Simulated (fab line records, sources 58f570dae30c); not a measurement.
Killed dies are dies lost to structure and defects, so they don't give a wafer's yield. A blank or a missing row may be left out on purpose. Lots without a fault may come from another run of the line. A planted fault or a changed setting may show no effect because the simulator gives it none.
fab line records | flow berkeley_cmos170
record lots=7 wafers=21 last_day=13
route steps=331 shown SACOX@99 SCREENOX@100 NVT@104 M3@331
lots that met no fault: from a run of the same line without faults
start_h: hours from the record's first day to the start of the lot's first wafer shown | wait_h: hours since the lot's step before | " the same as in the row above | L1.1+2: a row that stands for several wafers | - no value, or no start given | * or withheld: withheld | < > ~ a bound
route shown NAME@n: a module of which the file shows steps, and the number in the route of the first | usual: mean/standard deviation of fault-free wafers | same: alike in all rows | chamber/n: place in a boat | sites: the reading at each site | _std_site: their standard deviation | _edge_site: outer sites' mean less inner sites' | radius_mm: how far each site lies from the wafer's centre | mask NAME#n: copy n | behind: the tool/chamber that last shaped the wafer | hold: why the lot was held/for how many hours/how that ended | device: the transistor (n, p or np) that didn't switch | end of line: the same wafers' tests at the end of the route | a step without rows: its recipe alone | killed: dies lost to structure and defects at the first sort, not the wafer's yield | map: a wafer's dies, x killed, . not, _ none there
set.NAME: the setting as run; set.NAME@STEP: as run at that earlier step | model.NAME: the simulator's own value behind a step, which no gauge read
lots at some steps of the route; a table a step, a row a wafer
services: from which hour (start_h, from the record's first day; less than 0 if before it) a tool's chamber was out of use, for how many hours, and why
## steps
# step UCB170_SACOX_THK_MEAS_02
# recipe reads=SiO2_of_SACOX_OXIDATION_01
# usual SACOX_OXIDE_THK=14.36/0.22
# columns lot.wafer tool chamber start_h wait_h SACOX_OXIDE_THK[nm]
L645.1 film_metro-01 - 164.80 0.0 14.42
L645.4 " - " " 14.26
L645.5 " - " " 14.29
L648.1 film_metro-02 - 180.56 0.0 14.45
L648.2 " - " " 14.54
L648.3 " - " " 14.41
L653.1 film_metro-01 - 209.69 0.0 14.64
L653.5 " - " " 14.37
L653.6 " - " " 14.50
L655.3 film_metro-02 - 216.04 0.0 14.63
L655.4 " - " " 14.52
L655.6 " - " " 14.43
L657.2 film_metro-01 - 227.23 0.0 13.85
L657.5 " - " " 14.34
L657.6 " - " " 14.32
L659.1 film_metro-01 - 241.87 0.0 14.68
L659.2 " - " " 14.44
L659.4 " - " " 14.62
L660.1 film_metro-02 - 241.87 0.0 14.45
L660.4 " - " " 14.41
L660.5 " - " " 14.64
# step UCB170_SCREENOX_WET_ETCH_00
# recipe chemistry=dHF dilution=25:1 target=SiO2 temp_c=25 time_s=200
# step UCB170_SCREENOX_OXIDATION_01
# recipe temp_c=900 ambient=O2 target_thk_a=144 ox_time_s=2400
# step UCB170_SCREENOX_THK_MEAS_02
# recipe reads=SiO2_of_SCREENOX_OXIDATION_01
# usual SCREENOX_OXIDE_THK=14.38/0.23
# columns lot.wafer tool chamber start_h wait_h SCREENOX_OXIDE_THK[nm]
L645.1 film_metro-02 - 172.90 0.0 14.69
L645.4 " - " " 14.35
L645.5 " - " " 14.27
L648.1 film_metro-03 - 186.32 0.0 14.72
L648.2 " - " " 14.79
L648.3 " - " " 14.68
L653.1 film_metro-02 - 214.35 0.0 14.61
L653.5 " - " " 14.56
L653.6 " - " " 14.52
L655.3 film_metro-04 - 223.02 0.1 14.33
L655.4 " - " " 14.37
L655.6 " - " " 14.48
L657.2 film_metro-04 - 233.21 0.0 14.46
L657.5 " - " " 14.33
L657.6 " - " " 14.36
L659.1 film_metro-02 - 246.96 0.0 14.25
L659.2 " - " " 14.36
L659.4 " - " " 14.42
L660.1 film_metro-04 - 246.96 0.0 14.58
L660.4 " - " " 14.44
L660.5 " - " " 14.27
# step UCB170_SCREENOX_ANNEAL_03
# recipe temp_c=900 time_s=900 ambient=N2
# step UCB170_NVT_HMDS_00
# recipe prime_time_s=60 prime_temp_c=100
# step UCB170_NVT_COAT_01
# recipe resist=KrF spin_rpm=1500 resist_thk_nm=909.7
# step UCB170_NVT_SOFTBAKE_02
# recipe resist=KrF temp_c=130 time_s=60
# step UCB170_NVT_EXPOSE_03
# recipe mask_id=PWELL target_cd_nm=3000 na=0.5 sigma_outer=0.6 source_shape=conventional dose_mj=30
# step UCB170_NVT_PEB_04
# recipe peb_temp_c=130 peb_time_s=withheld resist=KrF
# step UCB170_NVT_DEVELOP_05
# recipe developer=TMAH develop_time_s=45 resist=KrF dev_temp_c=21
# step UCB170_NVT_OVL_MEAS_06
# usual NVT_OVL=1/6.2
# columns lot.wafer tool chamber start_h wait_h NVT_OVL[nm]
L645.1 overlay-01 - 180.66 - 1
L645.4 " - " " 10
L645.5 " - " " 5
L648.1 overlay-01 - 196.39 - 13
L648.2 " - " " 6
L648.3 " - " " 16
L653.1 overlay-02 - 220.71 - 9
L653.5 " - " " 11
L653.6 " - " " 19
L655.3 overlay-01 - 230.97 - 1
L655.4 " - " " 2
L655.6 " - " " 4
L657.2 overlay-02 - 240.22 - -8
L657.5 " - " " -4
L657.6 " - " " -2
L659.1 overlay-02 - 254.04 - 7
L659.2 " - " " 7
L659.4 " - " " 6
L660.1 overlay-01 - 254.34 - 1
L660.4 " - " " -6
L660.5 " - " " 0
# step UCB170_NVT_IMPLANT_07
# recipe species=BF2 dose_cm2=3e+12 energy_kev=50 tilt_deg=7
# usual dose_ions_cm2=3e+12/3.8e+09 faraday_current_uA=9.50/0.18 tilt_deg=7.006/0.021
# columns lot.wafer tool chamber start_h wait_h dose_ions_cm2 faraday_current_uA tilt_deg
L645.1 implanter-04 0 180.69 0.0 3.008e+12 9.33 7.028
L645.4 " 0 " " 3.001e+12 9.21 6.986
L645.5 " 0 " " 3.004e+12 9.40 7.015
L648.1 implanter-01 0 196.43 0.0 3.001e+12 9.74 7.001
L648.2 " 0 " " 2.998e+12 9.25 7.042
L648.3 " 0 " " 3.002e+12 9.37 7.024
L653.1 implanter-04 0 220.75 0.0 4.798e+12 14.83 6.998
L653.5 " 0 " " 4.797e+12 15.06 6.996
L653.6 " 0 " " 4.791e+12 15.25 7.021
L655.3 implanter-04 0 231.05 0.1 4.801e+12 15.43 7.003
L655.4 " 0 " " 4.796e+12 15.27 7.006
L655.6 " 0 " " 4.799e+12 15.07 7.027
L657.2 implanter-04 0 240.28 0.0 4.799e+12 15.04 7.022
L657.5 " 0 " " 4.797e+12 15.44 7.025
L657.6 " 0 " " 4.797e+12 15.23 7.024
L659.1 implanter-02 0 254.08 0.0 3.001e+12 9.57 6.990
L659.2 " 0 " " 3e+12 9.51 6.985
L659.4 " 0 " " 2.998e+12 9.81 7.018
L660.1 implanter-01 0 254.38 0.0 2.999e+12 9.49 6.998
L660.4 " 0 " " 2.999e+12 9.17 6.987
L660.5 " 0 " " 2.998e+12 9.62 6.994
# step UCB170_NVT_STRIP_08
# recipe chemistry=O2 power_w=400 pressure_mtorr=3500 platen_temp_c=withheld o2_flow_sccm=400 overash_fraction=0.5
# usual drypump_motor_current_A=5.7/0.7 oes_product_au=0.734/0.0045 strip_time_to_endpoint_s=21.90/0.067
# columns lot.wafer tool chamber start_h wait_h drypump_motor_current_A oes_product_au rf_hours_counter_h strip_time_to_endpoint_s
L645.1 plasma_asher-02 0 180.84 0.1 6.1 0.739 37 21.91
L645.4 " 1 " " 6.6 0.735 - 21.89
L645.5 " 0 " " 6.1 0.729 - 21.89
L648.1 plasma_asher-02 0 196.58 0.1 6.2 0.732 39 21.92
L648.2 " 1 " " 6.6 0.736 39 21.97
L648.3 " 0 " " 6.1 0.741 - 21.92
L653.1 plasma_asher-03 0 220.90 0.1 6.0 0.737 50 21.88
L653.5 " 1 " " 4.7 0.730 - 21.89
L653.6 " 0 " " 6.0 0.734 - 21.83
L655.3 plasma_asher-04 1 231.18 0.1 5.4 0.736 - 21.91
L655.4 " 0 " " 4.9 0.738 - 22.00
L655.6 " 1 " " 5.4 0.738 - 21.96
L657.2 plasma_asher-04 1 240.40 0.1 5.4 0.726 49 21.84
L657.5 " 1 " " 5.4 0.733 - 21.87
L657.6 " 0 " " 4.9 0.732 - 21.84
L659.1 plasma_asher-03 1 254.23 0.1 4.6 0.733 53 21.86
L659.2 " 0 " " 6.0 0.734 53 21.82
L659.4 " 1 " " 4.6 0.730 - 21.83
L660.1 plasma_asher-02 1 254.53 0.1 6.6 0.732 46 21.85
L660.4 " 0 " " 6.1 0.732 - 21.87
L660.5 " 0 " " 6.1 0.742 - 21.86
# step UCB170_NVT_TW_MEAS_09
# usual NVT_TW=529/5.5
# columns lot.wafer tool chamber start_h wait_h NVT_TW
L645.1 film_metro-03 - 180.94 0.1 519
L645.4 " - " " 519
L645.5 " - " " 521
L648.1 film_metro-01 - 196.68 0.1 528
L648.2 " - " " 527
L648.3 " - " " 526
L653.1 film_metro-01 - 221.00 0.1 617
L653.5 " - " " 612
L653.6 " - " " 610
L655.3 film_metro-04 - 231.27 0.1 618
L655.4 " - " " 615
L655.6 " - " " 616
L657.2 film_metro-04 - 240.51 0.1 620
L657.5 " - " " 618
L657.6 " - " " 618
L659.1 film_metro-01 - 254.33 0.1 532
L659.2 " - " " 529
L659.4 " - " " 529
L660.1 film_metro-04 - 254.63 0.1 536
L660.4 " - " " 535
L660.5 " - " " 536
# step UCB170_NVT_CLEAN_10
# recipe chemistry=SPM temp_c=120 time_s=600
# step UCB170_M3_PROBE_99
# columns lot.wafer tool chamber start_h wait_h model.etest.nmos_0p6.r_on_ohm_um model.etest.nmos_0p35.r_on_ohm_um model.etest.nmos_turned.drive_ua_um model.etest.nmos_0p35.drive_ua_um model.etest.nmos_0p6.drive_ua_um model.etest.nmos_narrow.drive_ua_um model.etest.nldd.line_ohm_um model.etest.nldd.rs_ohm_sq
L645.1 prober-01 - 245.54 0.1 2294 1459 574.5 568.7 416.1 368.6 1244 780.7
L645.4 prober-01 - 245.69 0.2 2298 1486 574.6 567.3 416.1 367.9 1221 777
L645.5 prober-01 - 245.74 0.2 2323 1474 572.7 564.7 419.2 361.9 1238 774.9
L648.1 prober-02 - 247.88 0.1 2212 1417 601.1 588.7 441.8 380.4 1204 768.6
L648.2 prober-02 - 247.93 0.1 2237 1429 593 583.2 436.7 379.7 1182 771.8
L648.3 prober-02 - 247.98 0.2 2239 1446 588 587.3 431.7 379 1210 776.2
L653.1 prober-01 - 279.68 0.1 2463 1550 524.1 513 375.3 319.1 1277 805.6
L653.5 prober-01 - 279.88 0.2 2438 1547 521.4 513.8 374.3 318.7 1292 802
L653.6 prober-01 - 279.93 0.2 2456 1558 522.3 517.5 374.8 328.9 1258 808.5
L655.3 prober-02 - 285.67 0.2 2474 1577 515.3 502.8 362.1 313.2 1285 799
L655.4 prober-02 - 285.72 0.2 2523 1599 506.6 497.2 360.9 311.2 1298 803
L655.6 prober-02 - 285.82 0.2 2488 1587 505.8 494.6 360.1 308.6 1282 809.2
L657.2 prober-02 - 300.44 0.1 2455 1559 506.7 496.5 361.6 304.5 1318 805.1
L657.5 prober-02 - 300.59 0.2 2482 1581 505.5 493.6 362.8 301.9 1336 796.2
L657.6 prober-02 - 300.64 0.2 2503 1578 508.1 500.6 361.8 299.4 1310 796.2
L659.1 prober-01 - 312.56 0.1 2297 1475 565.8 556.6 412.1 357.2 1241 783.3
L659.2 prober-01 - 312.61 0.1 2268 1468 571.6 568.4 419.9 353.6 1253 779.5
L659.4 prober-01 - 312.71 0.2 2317 1479 563.2 557.1 411.8 352.9 1251 778.5
L660.1 prober-01 - 320.35 0.1 2357 1488 548.1 541 397.1 339.5 1269 783.4
L660.4 prober-01 - 320.50 0.2 2319 1487 563.7 557.1 409.9 356.6 1223 780.2
L660.5 prober-01 - 320.55 0.2 2311 1483 567.5 557.8 417.9 358.4 1234 778.5
# killed by level:class
L645.1 START:geometric_particle:short=1 WELLDRIVE:geometric_particle:short=1 GATE:geometric_particle:short=1 GATE:geometric_particle:open=1 SILICIDE:geometric_particle:short=1 V2:geometric_particle:open=1
L645.4 FIELD:geometric_particle:open=1
L645.5 SPACER:geometric_particle:short=1 M2:geometric_particle:open=1 PFIELD:coat_microbubble_printed=1
L648.1 SCREENOX:geometric_particle:short=1 GATE:geometric_particle:open=1
L648.2 SCREENOX:geometric_particle:short=1 SPACER:geometric_particle:short=1
L648.3 SCREENOX:geometric_particle:open=1 SCREENOX:geometric_particle:short=1 M1:geometric_particle:short=1
L653.1
L653.5 GATE:geometric_particle:open=2 SILICIDE:geometric_particle:open=1
L653.6 SCREENOX:geometric_particle:open=1 SPACER:geometric_particle:short=1 M1:geometric_particle:short=1 V1:geometric_particle:short=1
L657.2 GATE:geometric_particle:open=1 SPACER:geometric_particle:open=1 SILICIDE:geometric_particle:open=1
L657.5 GATE:geometric_particle:open=2 SPACER:geometric_particle:short=2 WELLDRIVE:geometric_particle:short=1 FIELD:geometric_particle:open=1 SILICIDE:geometric_particle:open=1 CONTACT:geometric_particle:short=1 ACTIVE:area_etch=1
L657.6 SILICIDE:geometric_particle:open=2 WELLDRIVE:geometric_particle:open=1
L659.1 GATE:geometric_particle:short=1 SILICIDE:geometric_particle:open=1 SILICIDE:geometric_particle:short=1 V1:geometric_particle:short=1
L659.2 V1:geometric_particle:open=1
L659.4 SPACER:geometric_particle:open=1 SPACER:geometric_particle:short=1 SILICIDE:geometric_particle:open=1
L660.1 START:geometric_particle:short=1 WELLDRIVE:geometric_particle:open=1 SACOX:geometric_particle:short=1 CONTACT:geometric_particle:short=1 M1:geometric_particle:short=1 M2:geometric_particle:open=1
L660.4 SILICIDE:geometric_particle:open=1 V2:geometric_particle:open=1
L660.5 ZERO:coat_microbubble_printed=2 GATE:geometric_particle:short=1 SPACER:geometric_particle:short=1 SILICIDE:geometric_particle:open=1
## services
# columns tool chamber start_h hours kind
plasma_asher-04 - 173.59 2.8 repair
implanter-01 - 188.04 4.6 pm
implanter-02 - 192.99 2.3 repair
implanter-02 - 215.42 0.5 repair
implanter-02 - 226.81 4.3 repair
implanter-04 - 243.34 3.8 repair
## key
first_sign step=UCB170_NVT_IMPLANT_07 reading=dose_ions_cm2 direction=up sigmas=99+ usual=3e+12 struck=4.797e+12
effect step=UCB170_NVT_IMPLANT_07 reading=faraday_current_uA direction=up sigmas=31 usual=9.50 struck=15.18
effect step=UCB170_NVT_TW_MEAS_09 reading=NVT_TW direction=up sigmas=16 usual=529 struck=616
model_effect step=UCB170_M3_PROBE_99 value=etest.nmos_0p6.r_on_ohm_um without=2264 struck=2476
met_at UCB170_NVT_IMPLANT_07
struck_wafers L653.1,L653.5,L653.6,L655.3,L655.4,L655.6,L657.2,L657.5,L657.6
sort_left_out L655.3,L655.4,L655.6
tester_left_out L653,L655,L657
onset_between 180.69 220.75
fault kind=process_parameter_drift tool=implanter-04 chamber=- onset_h=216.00 steps=UCB170_NVT_IMPLANT_07 channel=dose_cm2 offset=1.8e+12 shape=step end_h=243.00 acts_in=these_recipes_only stated=3e+12
# tester_left_out: of these lots the tester's yield and bins aren't shown, on N5 and GAA mostly nor the transistor test; their killed dies are dies lost to structure and defects alone, not to doping, threshold or leakage, so they don't give the yield
# sort_left_out: the simulated sort isn't trusted on such a fault, so these wafers' sort isn't shown, and their yield isn't known
